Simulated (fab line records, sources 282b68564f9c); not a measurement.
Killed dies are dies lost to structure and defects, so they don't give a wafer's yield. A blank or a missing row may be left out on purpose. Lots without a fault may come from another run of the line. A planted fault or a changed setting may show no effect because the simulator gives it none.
Split-lot experiment | flow rit_cmos | 5 lots, 23 wafers read, on a route of 202 steps

THE SPLIT
At RIT_NWELL_IMPLANT_08, the setting dose_cm2 was moved away from the recipe's 5e+13 on 5 of the 23 wafers read, by +4.8% to +6.3%. The other wafers ran this setting at the recipe's value.

FROM THE SPLIT TO THE READING: what the file shows between them, 4 steps
- RIT_PWELL_HARDBAKE_07: time 120 s (also split here: temp_c)
- RIT_PWELL_IMPLANT_08
- RIT_PWELL_STRIP_09: strips in O2, time 180 s
- RIT_WELLDRIVE_ANNEAL_00: time 14700 s

THE READING
NWELL_RS, in ohm/sq, at RIT_WELLDRIVE_RS_MEAS_01 (measures by four-point-probe). Fault-free wafers of this fab line usually give 275.8 ohm/sq, standard deviation 0.71 ohm/sq.

wafer  | tool, chamber at the split | dose_cm2 as run | against the recipe | NWELL_RS, ohm/sq | against lot-mates on the recipe
L076.1 | implanter-01, 0            | 5e+13           | recipe             | 276.2            | -
L076.3 | implanter-01, 0            | 5e+13           | recipe             | 277.0            | -
L076.6 | implanter-01, 0            | 5e+13           | recipe             | 276.3            | -
L079.1 | implanter-03, 0            | 5e+13           | recipe             | 274.8            | -
L079.2 | implanter-03, 0            | 5.24e+13        | +4.8%              | 268.5            | -6.4
L079.4 | implanter-03, 0            | 5e+13           | recipe             | 275.1            | -
L079.5 | implanter-03, 0            | 5.24e+13        | +4.8%              | 268.1            | -6.8
L079.6 | implanter-03, 0            | 5e+13           | recipe             | 274.9            | -
L081.1 | implanter-03, 0            | 5e+13           | recipe             | 276.6            | -
L081.2 | implanter-03, 0            | 5e+13           | recipe             | 275.7            | -
L081.3 | implanter-03, 0            | 5e+13           | recipe             | 276.4            | -
L081.4 | implanter-03, 0            | 5e+13           | recipe             | 275.8            | -
L081.5 | implanter-03, 0            | 5e+13           | recipe             | 276.2            | -
L084.1 | implanter-03, 0            | 5e+13           | recipe             | 276.4            | -
L084.2 | implanter-03, 0            | 5e+13           | recipe             | 274.3            | -
L084.3 | implanter-03, 0            | 5e+13           | recipe             | 275.8            | -
L084.5 | implanter-03, 0            | 5e+13           | recipe             | 275.2            | -
L084.6 | implanter-03, 0            | 5e+13           | recipe             | 275.2            | -
L085.2 | implanter-01, 0            | 5.315e+13       | +6.3%              | 267.0            | -9.9
L085.3 | implanter-01, 0            | 5e+13           | recipe             | 277.7            | -
L085.4 | implanter-01, 0            | 5e+13           | recipe             | 276.2            | -
L085.5 | implanter-01, 0            | 5.315e+13       | +6.3%              | 266.6            | -10.3
L085.6 | implanter-01, 0            | 5.315e+13       | +6.3%              | 266.7            | -10.2

THE FIT
A straight line over all 23 wafers: NWELL_RS changes by -1.48 ohm/sq for each +1% of dose_cm2; r = -0.98; the points scatter about the line by 0.79 ohm/sq.
The same after taking each lot's own level away (the mean of its wafers on the recipe; 23 wafers): -1.55 ohm/sq for each +1%; r = -0.99; scatter 0.56 ohm/sq.
On that fit, the largest move of dose_cm2 shifts the reading by 9.8 ohm/sq.
The lots' own levels span 274.93 to 276.95 ohm/sq, that is 2.8 times the standard deviation above.
So the lot-to-lot level changes the slope little: the two slopes agree.
Check: with one of the wafers moved furthest among these (+6.3%) left out of the fit, the line predicts -9.72 ohm/sq for it against its lot-mates. It came out at -9.95 ohm/sq against them.

OTHER SPLITS ON THESE WAFERS
These wafers also went through other splits before the reading. Each is held against what the fit with the lots' levels taken away leaves over:
other split on the same wafers   | wafers away from the commonest value | r with NWELL_RS (lot level and that fit taken away)
RIT_ACTIVE_CVD_03 pressure_mtorr | 15                                   | +0.05
RIT_ACTIVE_COAT_06 resist_thk_nm | 7                                    | +0.18
RIT_PWELL_HARDBAKE_07 temp_c     | 9                                    | +0.32

THE FILE'S OWN FIT
NWELL_RS changes by -1.53 ohm/sq for each +1% of dose_cm2, r = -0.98.
